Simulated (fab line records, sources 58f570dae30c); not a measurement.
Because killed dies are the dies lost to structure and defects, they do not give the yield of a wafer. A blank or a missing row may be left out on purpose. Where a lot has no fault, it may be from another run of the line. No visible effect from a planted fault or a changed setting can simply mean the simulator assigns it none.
The tool behind it: which one? ; flow berkeley_cmos170 ; 7 lots with 21 wafers sampled at 3 steps, on a route of 331 steps

## WHAT THE GAUGES SHOWED, per wafer
UCB170_V1_THK_MEAS_01.
lot;measured;on;V1_TEOS_THK (nm)
L454;day 7 16:36;film_metro-02;1974 1965 2016
L452;day 7 16:45;film_metro-03;1960 1984 1998
L459;day 9 09:41;film_metro-04;1980 1993 2011
L460;day 9 12:35;film_metro-02;1718 1693 1716
L469;day 11 02:22;film_metro-02;1995 1991 1999
L471;day 11 05:50;film_metro-02;1944 1941 1983
L473;day 12 15:49;film_metro-04;1984 2007 1978

## EACH LOT AND THE TOOL THAT RAN IT (in order: tool; ch and the chambers of the sampled wafers; start)
lot;UCB170_CONTACT_RTA_08;UCB170_V1_CVD_00
L454;rtp_anneal-02 ch 0, day 7 09:39;pecvd-03 ch 0,1,2, day 7 16:26
L452;rtp_anneal-02 ch 0, day 7 10:56;pecvd-03 ch 0,1, day 7 16:36
L459;rtp_anneal-02 ch 0, day 9 02:49;pecvd-04 ch 1,2, day 9 09:32
L460;rtp_anneal-02 ch 0, day 9 04:20;pecvd-03 ch 0,1, day 9 12:24
L469;rtp_anneal-01 ch 0, day 10 17:33;pecvd-02 ch 1,2, day 11 02:12
L471;rtp_anneal-02 ch 0, day 10 21:40;pecvd-02 ch 1,2, day 11 05:40
L473;rtp_anneal-02 ch 0, day 12 06:40;pecvd-03 ch 0,1, day 12 15:38
- UCB170_CONTACT_RTA_08: time 10 s.
- UCB170_V1_CVD_00: deposits SiO2 from TEOS/O2, target thk 2000 nm, time 250 s.

## THE ANSWER, worked out from the rows above alone
Rule: the usual values come from the lots themselves. Put in order of their means at a reading, lots are off if they are a third of the lots or fewer, leave a main group of 4 or more, and stand apart from it by a gap of 3 or more times the standard deviation of the main group's means; of several such gaps the widest counts. Not used: any main group whose means are identical at the precision the tables above print for the reading. Also off: a lot with no number at a reading for which 4 or more lots have one. The other lots that the step has rows for count as sound.
Off: L460, seen at UCB170_V1_THK_MEAS_01 (V1_TEOS_THK). The main group: mean 1984 nm, standard deviation 13.
A tool fits if, at a process step before that reading, it ran every lot that is off, and no sound lot after the first of them. The gauges at UCB170_V1_THK_MEAS_01 are tried like those tools. No candidate that was tried fits.

## WHAT THE SIMULATOR PUT IN
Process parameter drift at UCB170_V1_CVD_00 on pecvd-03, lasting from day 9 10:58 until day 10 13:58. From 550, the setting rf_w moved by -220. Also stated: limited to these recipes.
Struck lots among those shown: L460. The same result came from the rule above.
